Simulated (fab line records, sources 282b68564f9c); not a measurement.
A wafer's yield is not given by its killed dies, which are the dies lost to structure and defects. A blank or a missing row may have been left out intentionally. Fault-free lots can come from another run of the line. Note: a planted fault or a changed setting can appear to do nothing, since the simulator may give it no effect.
Struck lot and sound lot, side by side | flow ritCmos | 19 steps out of a route of 202
Sound: the wafers L586.3, L586.4, L586.6. Wafers struck: L584.1, L584.3, L584.5. At the end, the cause is stated.
Order at every step that has rows: each side's tool, ch and its chambers, its first start. Under that, the readings that differ: sound wafers | struck wafers | difference of the means | sigmas: that difference in standard deviations of wafers without a fault.
alike: same words and numbers on both sides, and readings whose means sit less than 2 such deviations apart. not compared: any withheld reading, any reading some wafer has no value for, any bound like >300 that may hide the same value, and any number with overlapping values for which the record gives no deviation.
The two part at a step that has a row with sigmas, a row that says differs or no value, or rows on one side only. Numbers that don't overlap but have no deviation are shown without sigmas and don't part them. A reading that every wafer of one side lacks parts them only if that side has two wafers or more.

RIT_SDANNEAL_RS_MEAS_06: measurement is done with a four-point probe.
  sound: filmMetro-01 at day 6 05:46; struck: filmMetro-01 at day 5 16:30
  alike: PLDD_RS
RIT_SDANNEAL_RS_MEAS_07: measurement is done with a four-point probe.
  sound: filmMetro-01 at day 6 05:53; struck: filmMetro-01 at day 5 16:37
  alike: NLDD_RS
then, 1 step without rows for these wafers: RIT_SILICIDE_WET_ETCH_00 (etches SiO2 in BOE, target depth 14 nm, time 15 s).
RIT_SILICIDE_SPUTTER_01: material Ti, target thk 30 nm, time 240 s.
  sound: pvdSputter-03 at day 6 05:58; struck: pvdSputter-02 at day 5 16:46
  alike: substrateTempC, throttleValvePct
RIT_SILICIDE_RS_MEAS_02: measurement is done with a four-point probe.
  sound: filmMetro-03 at day 6 06:10; struck: filmMetro-03 at day 5 16:55
  alike: SILICIDE_TI_RS
RIT_SILICIDE_THK_MEAS_03: measures by xrf.
  sound: filmMetro-03 at day 6 06:16; struck: filmMetro-03 at day 5 17:02
  alike: SILICIDE_TI_THK
RIT_SILICIDE_RTA_04: time 10 s, ramp up 5 s, ramp down 5 s.
  sound on rtpAnneal-01 ch 0, day 6 06:20; struck on rtpAnneal-01 ch 0, day 5 17:06
  alike: wafer_temp_C_max
then, 1 step without rows for these wafers: RIT_SILICIDE_WET_ETCH_05 (etches Ti in SPM, time 120 s).
RIT_SILICIDE_RTA_06: time 10 s, ramp up 5 s, ramp down 10 s.
  sound on rtpAnneal-02 ch 0, day 6 06:26; struck on rtpAnneal-02 ch 0, day 5 17:12
  alike: wafer_temp_C_max
RIT_CONTACT_CVD_00: deposits SiO2 from TEOS, target thk 400 nm, time 61 s.
  sound on pecvd-04 ch 0,2, day 6 06:29; struck on pecvd-02 ch 0,1, day 5 17:16
  alike: heaterPowerW
  not compared: sinceWetCleanH
RIT_CONTACT_THK_MEAS_01:
  sound: filmMetro-04 at day 6 06:33; struck: filmMetro-04 at day 5 17:19
  alike: CONTACT_TEOS_THK
then, 1 step without rows for these wafers: RIT_CONTACT_HMDS_02 (prime time 60 s).
RIT_CONTACT_COAT_03: resist thk 1000 nm.
  sound on lithoTrack-03 ch 0, day 6 06:47; struck on lithoTrack-03, day 5 17:32
  no value came back on the struck wafers for chillPlateTempC (C), dispensePressureKPa (kPa); on the sound wafers chillPlateTempC (C) reads 22.90 23.02 23.06
then, 4 steps without rows for these wafers: RIT_CONTACT_SOFTBAKE_04 (time 60 s); RIT_CONTACT_EXPOSE_05 (exposes mask M11, target cd 1000 nm); RIT_CONTACT_PEB_06; RIT_CONTACT_DEVELOP_07 (develop time 120 s).
RIT_CONTACT_CD_MEAS_08 targets a cd of 1000 nm.
  sound: cdSem-01 at day 6 07:43; struck: cdSem-01 at day 5 18:21
reading   | sound                | struck | difference                    | sigmas
cdNm (nm) | 1001.7 1001.4 1001.8 | - - -  | no value on the struck wafers | 
RIT_CONTACT_OVL_MEAS_09:
  sound: overlay-02 at day 6 07:49; struck: overlay-01 at day 5 18:28
reading          | sound          | struck | difference                    | sigmas
CONTACT_OVL (nm) | -0.6 -0.6 -0.7 | - - -  | no value on the struck wafers | 

== WHERE THEY PART ==
Earliest at RIT_CONTACT_COAT_03; latest, in this record, at RIT_CONTACT_OVL_MEAS_09.

WHY: whatever the simulator had introduced
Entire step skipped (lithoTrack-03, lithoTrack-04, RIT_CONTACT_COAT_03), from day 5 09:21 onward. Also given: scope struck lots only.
